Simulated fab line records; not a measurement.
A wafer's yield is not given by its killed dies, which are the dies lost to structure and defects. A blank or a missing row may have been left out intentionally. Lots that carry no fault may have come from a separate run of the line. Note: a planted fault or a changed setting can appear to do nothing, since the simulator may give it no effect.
A struck lot beside a sound one / flow berkeley-cmos170 / 14 out of 331 route steps
Sound: the wafers L779.1, L779.4, L779.6. Wafers L776.1, L776.2, L776.4 were the ones struck. The cause is named last.
At each step with rows: each side's tool, then ch and its chambers, then its first start. Under that, the readings that differ: sound wafers / struck wafers / difference of the means / sigmas: that difference in standard deviations of wafers without a fault.
alike: same words and numbers on both sides, and readings whose means sit less than 2 such deviations apart. not compared: any withheld reading, any reading some wafer has no value for, any bound like >300 that may hide the same value, and any number with overlapping values for which the record gives no deviation.
Wherever a step has rows on one side only, a row that says differs or no value, or a row with sigmas, the two part there. Numbers that don't overlap but have no deviation are shown without sigmas and don't part them. A reading missing from all wafers of one side parts the sides only when that side holds two or more wafers.

first, 1 step without rows for these wafers: UCB170_CONTACT_CVD_01 (deposits PSG from SiH4/O2/PH3, target thk 700 nm, time 2820 s).
UCB170_CONTACT_THK_MEAS_02:
  sound: film-metro-04 at day 8 22:35; struck: film-metro-02 at day 8 01:04
  alike: CONTACT_PSG_THK
then, 3 steps without rows for these wafers: UCB170_CONTACT_HMDS_03 (prime time 60 s); UCB170_CONTACT_COAT_04 (resist thk 900 nm); UCB170_CONTACT_SOFTBAKE_05 (time 60 s).
UCB170_CONTACT_STRIP_06: strips in O2.
  sound on plasma-asher-03 ch 0,1, day 8 23:11; struck on plasma-asher-04 ch 0,1, day 8 01:45
  alike: drypump-motor-current-A, oes-product-au, strip-time-to-endpoint-s
  not compared: rf-hours-counter-h
then, 1 step without rows for these wafers: UCB170_CONTACT_CLEAN_07 (cleans in SPM, time 600 s).
UCB170_CONTACT_RTA_08: time 10 s.
  sound on rtp-anneal-01 ch 0, day 8 23:32; struck on rtp-anneal-02 ch 0, day 8 02:03
reading=lamp-power-pct (%); sound=22.5 22.6 22.6; struck=24.8 24.8 24.8; difference=+2.2; sigmas=+2
  alike: wafer_temp_C_max
then, 4 steps without rows for these wafers: UCB170_CONTACT_COAT_09; UCB170_CONTACT_COAT_10 (resist thk 900 nm); UCB170_CONTACT_SOFTBAKE_11 (time 60 s); UCB170_CONTACT_EXPOSE_12 (exposes mask CONT, target cd 700 nm).
UCB170_CONTACT_PEB_13:
  sound on litho-track-03 ch 0, day 9 00:28; struck on litho-track-03, day 8 02:41
  no value came back on the struck wafers for chill-plate-temp-C (C), exhaust-pa (Pa); on the sound wafers chill-plate-temp-C (C) reads 23.03 23.08 22.83
then, 1 step without rows for these wafers: UCB170_CONTACT_DEVELOP_14 (develop time 45 s).

WHERE THEY PART
First at UCB170_CONTACT_RTA_08; last, within this record, at UCB170_CONTACT_PEB_13.

WHY: the cause the simulator had injected
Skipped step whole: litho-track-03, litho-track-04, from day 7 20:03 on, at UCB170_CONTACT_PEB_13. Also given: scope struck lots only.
